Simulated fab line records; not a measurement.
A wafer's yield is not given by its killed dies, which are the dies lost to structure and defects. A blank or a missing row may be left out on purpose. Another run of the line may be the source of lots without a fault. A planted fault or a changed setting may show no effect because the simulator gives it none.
Split-lot experiment || flow berkeley_cmos170 || 27 wafers read across 5 lots, on a route 331 steps long

== ON THE SPLIT ==
At UCB170_SPACER_ETCHBACK_03 (etches SiO2 in CHF3/CF4/Ar, stops on Si, target depth 376 nm, time 100 s), the setting time_s was moved away from the recipe's 100 s on 6 of the 27 wafers read, by -50.2% to -27.3%. The other wafers ran this setting at the recipe's value.

The reading is taken at the split's own step.

== THE READING ==
oes_product_au, in a.u., at UCB170_SPACER_ETCHBACK_03 (etches SiO2 in CHF3/CF4/Ar, stops on Si, target depth 376 nm, time 100 s). A value of 0.890 a.u. with a standard deviation of 0.016 a.u. is what fault-free wafers of this fab line usually give.

{"wafer": "L076.1", "tool, chamber at the split": "rie_diel-04, 1", "time_s as run, s": 100, "against the recipe": "recipe", "oes_product_au, a.u.": 0.915, "against lot-mates on the recipe": "-"}
{"wafer": "L076.2", "tool, chamber at the split": "rie_diel-04, 0", "time_s as run, s": 100, "against the recipe": "recipe", "oes_product_au, a.u.": 0.895, "against lot-mates on the recipe": "-"}
{"wafer": "L076.3", "tool, chamber at the split": "rie_diel-04, 2", "time_s as run, s": 100, "against the recipe": "recipe", "oes_product_au, a.u.": 0.890, "against lot-mates on the recipe": "-"}
{"wafer": "L076.4", "tool, chamber at the split": "rie_diel-04, 3", "time_s as run, s": 100, "against the recipe": "recipe", "oes_product_au, a.u.": 0.911, "against lot-mates on the recipe": "-"}
{"wafer": "L076.5", "tool, chamber at the split": "rie_diel-04, 2", "time_s as run, s": 100, "against the recipe": "recipe", "oes_product_au, a.u.": 0.903, "against lot-mates on the recipe": "-"}
{"wafer": "L076.6", "tool, chamber at the split": "rie_diel-04, 1", "time_s as run, s": 100, "against the recipe": "recipe", "oes_product_au, a.u.": 0.920, "against lot-mates on the recipe": "-"}
{"wafer": "L078.2", "tool, chamber at the split": "rie_diel-02, 0", "time_s as run, s": 100, "against the recipe": "recipe", "oes_product_au, a.u.": 0.890, "against lot-mates on the recipe": "-"}
{"wafer": "L078.3", "tool, chamber at the split": "rie_diel-02, 1", "time_s as run, s": 100, "against the recipe": "recipe", "oes_product_au, a.u.": 0.891, "against lot-mates on the recipe": "-"}
{"wafer": "L078.5", "tool, chamber at the split": "rie_diel-02, 3", "time_s as run, s": 100, "against the recipe": "recipe", "oes_product_au, a.u.": 0.893, "against lot-mates on the recipe": "-"}
{"wafer": "L081.1", "tool, chamber at the split": "rie_diel-01, 3", "time_s as run, s": 100, "against the recipe": "recipe", "oes_product_au, a.u.": 0.881, "against lot-mates on the recipe": "-"}
{"wafer": "L081.2", "tool, chamber at the split": "rie_diel-01, 1", "time_s as run, s": 100, "against the recipe": "recipe", "oes_product_au, a.u.": 0.876, "against lot-mates on the recipe": "-"}
{"wafer": "L081.3", "tool, chamber at the split": "rie_diel-01, 2", "time_s as run, s": 100, "against the recipe": "recipe", "oes_product_au, a.u.": 0.885, "against lot-mates on the recipe": "-"}
{"wafer": "L081.4", "tool, chamber at the split": "rie_diel-01, 2", "time_s as run, s": 100, "against the recipe": "recipe", "oes_product_au, a.u.": 0.881, "against lot-mates on the recipe": "-"}
{"wafer": "L081.5", "tool, chamber at the split": "rie_diel-01, 3", "time_s as run, s": 100, "against the recipe": "recipe", "oes_product_au, a.u.": 0.880, "against lot-mates on the recipe": "-"}
{"wafer": "L081.6", "tool, chamber at the split": "rie_diel-01, 1", "time_s as run, s": 100, "against the recipe": "recipe", "oes_product_au, a.u.": 0.878, "against lot-mates on the recipe": "-"}
{"wafer": "L082.1", "tool, chamber at the split": "rie_diel-01, 1", "time_s as run, s": 100, "against the recipe": "recipe", "oes_product_au, a.u.": 0.870, "against lot-mates on the recipe": "-"}
{"wafer": "L082.2", "tool, chamber at the split": "rie_diel-01, 3", "time_s as run, s": 49.79, "against the recipe": "-50.2%", "oes_product_au, a.u.": 0.996, "against lot-mates on the recipe": "+0.116"}
{"wafer": "L082.3", "tool, chamber at the split": "rie_diel-01, 2", "time_s as run, s": 100, "against the recipe": "recipe", "oes_product_au, a.u.": 0.883, "against lot-mates on the recipe": "-"}
{"wafer": "L082.4", "tool, chamber at the split": "rie_diel-01, 0", "time_s as run, s": 100, "against the recipe": "recipe", "oes_product_au, a.u.": 0.887, "against lot-mates on the recipe": "-"}
{"wafer": "L082.5", "tool, chamber at the split": "rie_diel-01, 2", "time_s as run, s": 49.79, "against the recipe": "-50.2%", "oes_product_au, a.u.": 0.987, "against lot-mates on the recipe": "+0.107"}
{"wafer": "L082.6", "tool, chamber at the split": "rie_diel-01, 1", "time_s as run, s": 49.79, "against the recipe": "-50.2%", "oes_product_au, a.u.": 0.956, "against lot-mates on the recipe": "+0.076"}
{"wafer": "L084.1", "tool, chamber at the split": "rie_diel-02, 3", "time_s as run, s": 100, "against the recipe": "recipe", "oes_product_au, a.u.": 0.894, "against lot-mates on the recipe": "-"}
{"wafer": "L084.2", "tool, chamber at the split": "rie_diel-02, 0", "time_s as run, s": 100, "against the recipe": "recipe", "oes_product_au, a.u.": 0.903, "against lot-mates on the recipe": "-"}
{"wafer": "L084.3", "tool, chamber at the split": "rie_diel-02, 2", "time_s as run, s": 72.66, "against the recipe": "-27.3%", "oes_product_au, a.u.": 0.982, "against lot-mates on the recipe": "+0.082"}
{"wafer": "L084.4", "tool, chamber at the split": "rie_diel-02, 1", "time_s as run, s": 72.66, "against the recipe": "-27.3%", "oes_product_au, a.u.": 0.990, "against lot-mates on the recipe": "+0.090"}
{"wafer": "L084.5", "tool, chamber at the split": "rie_diel-02, 1", "time_s as run, s": 100, "against the recipe": "recipe", "oes_product_au, a.u.": 0.903, "against lot-mates on the recipe": "-"}
{"wafer": "L084.6", "tool, chamber at the split": "rie_diel-02, 0", "time_s as run, s": 72.66, "against the recipe": "-27.3%", "oes_product_au, a.u.": 1.000, "against lot-mates on the recipe": "+0.100"}

FIT RESULTS
A straight line over all 27 wafers: oes_product_au changes by -0.00212 a.u. for each +1% of time_s; r = -0.88; the points scatter about the line by 0.02 a.u.
The same after taking each lot's own level away (the mean of its wafers on the recipe; 27 wafers): -0.00225 a.u. for each +1%; r = -0.94; scatter 0.014 a.u.
On that fit, the largest move of time_s shifts the reading by 0.11 a.u.
From 0.8800 to 0.9057 a.u.: that is the span of the lots' own levels, equal to 1.6 times the standard deviation above.
Hence the lot-to-lot level has little effect on the slope; both slopes agree.
Check: for one of the wafers moved furthest among these (-50.2%), held out of the fit, the line's prediction against its lot-mates is +0.114 a.u. Against them it came out at +0.116 a.u.
Tool readings at the split's step, against how far the setting was moved: oes_product_au r = -0.88.

== THE OTHER SPLITS THESE WAFERS WENT THROUGH ==
Other splits were also applied to these wafers ahead of the reading. Each is held against what the fit with the lots' levels taken away leaves over:
{"other split on the same wafers": "UCB170_FIELD_WET_ETCH_05 time_s", "wafers away from the commonest value": 18, "r with oes_product_au (lot level and that fit taken away)": -0.33}

== THE WHOLE CHAIN: every reading that the file lists as answering this split, in the file's order ==
{"step": "UCB170_SPACER_ETCHBACK_03", "what it does": "etches SiO2 in CHF3/CF4/Ar, stops on Si, target depth 376 nm, time 100 s", "reading": "oes_product_au", "change (the file's fit)": "-0.00229 a.u. for each +1% of the setting", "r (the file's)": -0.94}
{"step": "UCB170_SPACER_ETCHBACK_03", "what it does": "etches SiO2 in CHF3/CF4/Ar, stops on Si, target depth 376 nm, time 100 s", "reading": "etch.depth_nm (the simulator's own value, which no gauge read)", "change (the file's fit)": "+3.06 nm for each +1% of the setting", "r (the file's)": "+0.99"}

== FILE'S OWN FIT ==
oes_product_au changes by -0.00229 a.u. for each +1% of time_s, r = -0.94.
